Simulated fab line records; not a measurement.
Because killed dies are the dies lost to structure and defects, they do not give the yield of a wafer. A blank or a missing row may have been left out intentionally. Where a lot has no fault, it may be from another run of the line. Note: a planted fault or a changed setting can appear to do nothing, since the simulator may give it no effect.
A lot that was struck, set against a sound lot	flow berkeleyCmos170	29 steps out of a route of 331
Sound: the wafers L362.1, L362.4, L362.5. Struck: wafers L367.3, L367.4, L367.6. The cause is given at the end.
Order at every step that has rows: each side's tool, ch and its chambers, its first start. Under that, the readings that differ: sound wafers	struck wafers	difference of the means	sigmas: that difference in standard deviations of wafers without a fault.
alike: same words and numbers on both sides, and readings whose means sit less than 2 such deviations apart. not compared: any withheld reading, any reading some wafer has no value for, any bound like >300 that may hide the same value, and any number with overlapping values for which the record gives no deviation.
Wherever a step has rows on one side only, a row that says differs or no value, or a row with sigmas, the two part there. Numbers that don't overlap but have no deviation are shown without sigmas and don't part them. A reading missing from all wafers of one side parts the sides only when that side holds two or more wafers.

UCB170_ACTIVE_THK_MEAS_03:
  sound: filmMetro-03 at day 4 16:27; struck: filmMetro-03 at day 5 08:53
  alike: ACTIVE_OXIDE_THK
then, 2 steps without rows for these wafers: UCB170_ACTIVE_ANNEAL_04 (time 900 s); UCB170_ACTIVE_CVD_05 (deposits Si3N4 from SiH2Cl2/NH3, target thk 220 nm, time 3300 s).
UCB170_ACTIVE_THK_MEAS_06:
  sound: filmMetro-04 at day 4 21:41; struck: filmMetro-03 at day 5 15:43
  alike: ACTIVE_NITRIDE_THK
then, 6 steps without rows for these wafers: UCB170_ACTIVE_HMDS_07 (prime time 60 s); UCB170_ACTIVE_COAT_08 (resist thk 900 nm); UCB170_ACTIVE_SOFTBAKE_09 (time 60 s); UCB170_ACTIVE_EXPOSE_10 (exposes mask ACTIVE, target cd 1200 nm); UCB170_ACTIVE_PEB_11; UCB170_ACTIVE_DEVELOP_12 (develop time 45 s).
UCB170_ACTIVE_CD_MEAS_13 targets a cd of 1200 nm.
  sound: cdSem-01 at day 4 22:59; struck: cdSem-01 at day 5 17:07
reading	sound	struck	difference	sigmas
cdNm (nm)	1203.1 1203.5 1202.6	1198.7 1200.5 1199.2	-3.6	-3
UCB170_ACTIVE_OVL_MEAS_14:
  sound: overlay-01 at day 4 23:07; struck: overlay-01 at day 5 17:13
  alike: ACTIVE_OVL
UCB170_ACTIVE_ETCH_15: etches Si3N4 in CH3F/Ar/O2, stops on SiO2, target depth 242 nm, time 151 s.
  sound on rieDiel-04 ch 0,2,3, day 4 23:08; struck on rieDiel-04 ch 1,3, day 5 17:14
reading	sound	struck	difference	sigmas
rfFwdPowerW (W)	448.0 447.2 448.5	517.5 520.9 517.5	+70.7	+54
model.KrF_of_ACTIVE_COAT_08.thkNm (nm)	729 728.9 727.3	711.3 717.1 711.2	-15.2	
model.SiO2_of_ACTIVE_OXIDATION_02.thkNm (nm)	22.89 23.43 22.42	20.29 20.57 19.85	-2.68	
  alike: drypumpMotorCurrentA, oesProductAu, throttleValvePct
  not compared: rfHoursCounterH
UCB170_ACTIVE_STRIP_16: strips in O2.
  sound on plasmaAsher-03 ch 0, day 4 23:16; struck on plasmaAsher-02 ch 0,1, day 5 17:22
reading	sound	struck	difference	sigmas
stripTimeToEndpointS (s)	18.19 18.18 18.14	17.77 17.91 17.77	-0.35	-5
  alike: drypumpMotorCurrentA, oesProductAu
  not compared: rfHoursCounterH
UCB170_ACTIVE_CD_MEAS_90 targets a cd of 1200 nm.
  sound: cdSem-02 at day 4 23:22; struck: cdSem-01 at day 5 17:28
reading	sound	struck	difference	sigmas
cdNm (nm)	1203.3 1203.1 1202.7	1198.7 1200.0 1198.9	-3.8	-3
then, 7 steps without rows for these wafers: UCB170_ACTIVE_CLEAN_17 (cleans in SPM, time 600 s); UCB170_PFIELD_HMDS_00 (prime time 60 s); UCB170_PFIELD_COAT_01 (resist thk 900 nm); UCB170_PFIELD_SOFTBAKE_02 (time 60 s); UCB170_PFIELD_EXPOSE_03 (exposes mask PFIELD, target cd 1500 nm); UCB170_PFIELD_PEB_04; UCB170_PFIELD_DEVELOP_05 (develop time 45 s).
UCB170_PFIELD_OVL_MEAS_06:
  sound: overlay-01 at day 5 01:35; struck: overlay-01 at day 5 19:10
  alike: PFIELD_OVL
following that, these wafers have no rows for 1 step: UCB170_PFIELD_IMPLANT_07.
UCB170_PFIELD_STRIP_08: strips in O2.
  sound on plasmaAsher-02 ch 0,1, day 5 01:46; struck on plasmaAsher-02 ch 0,1, day 5 19:22
  alike: drypumpMotorCurrentA, oesProductAu, stripTimeToEndpointS
  not compared: rfHoursCounterH
UCB170_PFIELD_TW_MEAS_09:
  sound: filmMetro-02 at day 5 01:52; struck: filmMetro-01 at day 5 19:27
  alike: PFIELD_TW
UCB170_FIELD_CLEAN_00: cleans in dHF, time 7.5 s.
  sound on wetBench-03 ch 2, day 5 02:13; struck on wetBench-04 ch 1, day 5 19:40
reading	sound	struck	difference	sigmas
model.SiO2_of_ACTIVE_OXIDATION_02.thkNm (nm)	21.42 21.95 20.95	18.8 19.09 18.36	-2.7	
then, 2 steps without rows for these wafers: UCB170_FIELD_OXIDATION_01 (target thk 558.3 nm, ox time 7200 s); UCB170_M3_PROBE_99.

WHERE THEY PART
Earliest at UCB170_ACTIVE_CD_MEAS_13; latest, in this record, at UCB170_ACTIVE_CD_MEAS_90. Later steps at which nothing parts them and some readings are alike: UCB170_PFIELD_OVL_MEAS_06, UCB170_PFIELD_STRIP_08, UCB170_PFIELD_TW_MEAS_09.

WHY: whatever the simulator had introduced
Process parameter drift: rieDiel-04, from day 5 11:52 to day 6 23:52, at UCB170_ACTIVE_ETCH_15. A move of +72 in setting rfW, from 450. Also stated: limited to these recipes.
